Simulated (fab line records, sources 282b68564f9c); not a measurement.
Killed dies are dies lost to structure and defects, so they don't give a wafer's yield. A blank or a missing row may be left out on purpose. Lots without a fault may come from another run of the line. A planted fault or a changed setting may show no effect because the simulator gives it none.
A struck lot beside a sound one | flow rit_cmos | 30 steps out of a route of 202
Sound: wafers L411.1, L411.2, L411.4. Struck: wafers L420.2, L420.4, L420.5. The cause comes at the end.
At each step with rows: each side's tool, then ch and its chambers, then its first start. Under that, the readings that differ: sound wafers | struck wafers | difference of the means | sigmas: that difference in standard deviations of wafers without a fault.
alike: readings whose means differ by less than 2 such deviations, and words and numbers that are the same on both sides. not compared: withheld readings, readings that some wafer has no value for, bounds like >300 that may hide the same value, and numbers for which the record gives no deviation and whose values overlap.
The two part at a step that has a row with sigmas, a row that says differs or no value, or rows on one side only. Numbers that don't overlap but have no deviation are shown without sigmas and don't part them. A reading that every wafer of one side lacks parts them only if that side has two wafers or more.

first, 6 steps without rows for these wafers: RIT_SDANNEAL_RTA_03 (time 5 s); RIT_SILICIDE_WET_ETCH_00 (etches SiO2 in BOE, target depth 14 nm, time 15 s); RIT_SILICIDE_SPUTTER_01 (material Ti, target thk 30 nm, time 240 s); RIT_SILICIDE_RTA_04 (time 10 s, ramp up 5 s, ramp down 5 s); RIT_SILICIDE_WET_ETCH_05 (etches Ti in SPM, time 120 s); RIT_SILICIDE_RTA_06 (time 10.37 s, ramp up 5 s, ramp down 10 s).
RIT_CONTACT_CVD_00: deposits SiO2 from TEOS, target thk 400 nm, time 61 s.
  sound on pecvd-02 ch 1,2, day 3 11:28; struck on pecvd-02 ch 1,2, day 5 12:37
  reading                                  | sound             | struck            | difference | sigmas
  model.SiO2_of_CONTACT_CVD_00.thk_nm (nm) | 403.1 399.2 408.7 | 119.2 120.5 119.2 | -284.0     |
  alike: heater_power_w
  not compared: since_wet_clean_h
RIT_CONTACT_THK_MEAS_01:
  sound on film_metro-03, day 3 11:31; struck on film_metro-03, day 5 12:41
  reading               | sound       | struck      | difference | sigmas
  CONTACT_TEOS_THK (nm) | 403 399 409 | 119 121 119 | -284       | -53
then, 7 steps without rows for these wafers: RIT_CONTACT_HMDS_02 (prime time 60 s); RIT_CONTACT_COAT_03 (resist thk 1000 nm); RIT_CONTACT_SOFTBAKE_04 (time 60 s); RIT_CONTACT_EXPOSE_05 (exposes mask M11, target cd 1000 nm); RIT_CONTACT_PEB_06; RIT_CONTACT_DEVELOP_07 (develop time 120 s); RIT_CONTACT_HARDBAKE_10 (time 60 s).
RIT_CONTACT_ETCH_11: etches SiO2 in CHF3/CF4/Ar, stops on TiSi2, target depth 480 nm, time 320 s.
  sound on rie_diel-02 ch 1,2,3, day 3 13:01; struck on rie_diel-02 ch 1,3, day 5 14:20
  reading                             | sound             | struck            | difference | sigmas
  oes_product_au (a.u.)               | 1.028 0.974 1.015 | 0.930 0.987 0.933 | -0.056     | -3
  model.etch.depth_nm (nm)            | 403.1 399.2 408.7 | 119.2 120.5 119.2 | -284.0     |
  model.CONTACT.feature_depth_nm (nm) | 403.1 399.2 408.7 | 119.2 120.5 119.2 | -284.0     |
  alike: drypump_motor_current_A, throttle_valve_pct
  not compared: rf_hours_counter_h
then, 11 steps without rows for these wafers: RIT_CONTACT_STRIP_12 (strips in O2, time 180 s); RIT_CONTACT_CLEAN_13 (cleans in SC1, time 600 s); RIT_CONTACT_CLEAN_14 (cleans in SC2, time 600 s); RIT_M1_SPUTTER_00 (material Al, target thk 400 nm, time 500 s); RIT_M1_HMDS_03 (prime time 60 s); RIT_M1_COAT_04 (resist thk 1300 nm); RIT_M1_SOFTBAKE_05 (time 60 s); RIT_M1_EXPOSE_06 (exposes mask M12, target cd 2600 nm); RIT_M1_PEB_07; RIT_M1_DEVELOP_08 (develop time 68 s); RIT_M1_HARDBAKE_11 (time 120 s).
RIT_M1_METAL_ETCH_12: etches Al in Cl2/BCl3, stops on SiO2, time 165 s, target depth 600 nm.
  sound on rie_metal-02 ch 0,1, day 3 15:53; struck on rie_metal-02 ch 0,1, day 5 17:08
  reading                                  | sound             | struck           | difference | sigmas
  model.SiO2_of_CONTACT_CVD_00.thk_nm (nm) | 366.5 361.6 371.2 | 82.81 82.57 82.4 | -283.84    |
  alike: drypump_motor_current_A, oes_product_au, throttle_valve_pct
  not compared: rf_hours_counter_h
then, 1 step without rows for these wafers: RIT_M1_STRIP_13 (strips in nmp, time 600 s).
RIT_M1_PROBE_99:
  sound on prober-02, day 3 18:08; struck on prober-01, day 5 19:26
  reading                                                 | sound                | struck               | difference | sigmas
  model.etest.field_p_metal.vt_v (V)                      | -30.8 -29.58 -30.82  | -15.93 -15.77 -15.17 | +14.78     |
  model.etest.nmos_0p15.junction_log10_a_um               | -13.45 -13.68 -13.37 | -9.312 -9.393 -9.296 | +4.166     |
  model.etest.nmos_narrow.off_log10_a_um                  | -13.15 -13.2 -13.13  | -9.312 -9.392 -9.296 | +3.827     |
  model.etest.gate_end_array.leak_log10_a_um              | -12.9 -12.86 -12.96  | -9.158 -9.207 -9.232 | +3.708     |
  model.etest.nmos_0p3.off_log10_a_um                     | -13.1 -13 -13.14     | -9.312 -9.392 -9.296 | +3.747     |
  model.etest.pmos_0p15.junction_log10_a_um               | -13.86 -13.75 -13.82 | -10.31 -10.39 -10.3  | +3.48      |
  model.etest.contact_diode_array.leak_log10_a (angstrom) | -9.494 -9.62 -9.254  | -6.046 -6.09 -5.959  | +3.424     |
  model.etest.pmos_0p3.off_log10_a_um                     | -13.09 -13 -12.94    | -10.31 -10.39 -10.29 | +2.68      |
  alike: killed_at_front_end, killed_dies, killed_open, killed_short

WHERE THEY PART
First at RIT_CONTACT_THK_MEAS_01; last, within this record, at RIT_CONTACT_ETCH_11. Later steps at which nothing parts them and some readings are alike: RIT_M1_METAL_ETCH_12, RIT_M1_PROBE_99.

WHY: what the simulator had put in
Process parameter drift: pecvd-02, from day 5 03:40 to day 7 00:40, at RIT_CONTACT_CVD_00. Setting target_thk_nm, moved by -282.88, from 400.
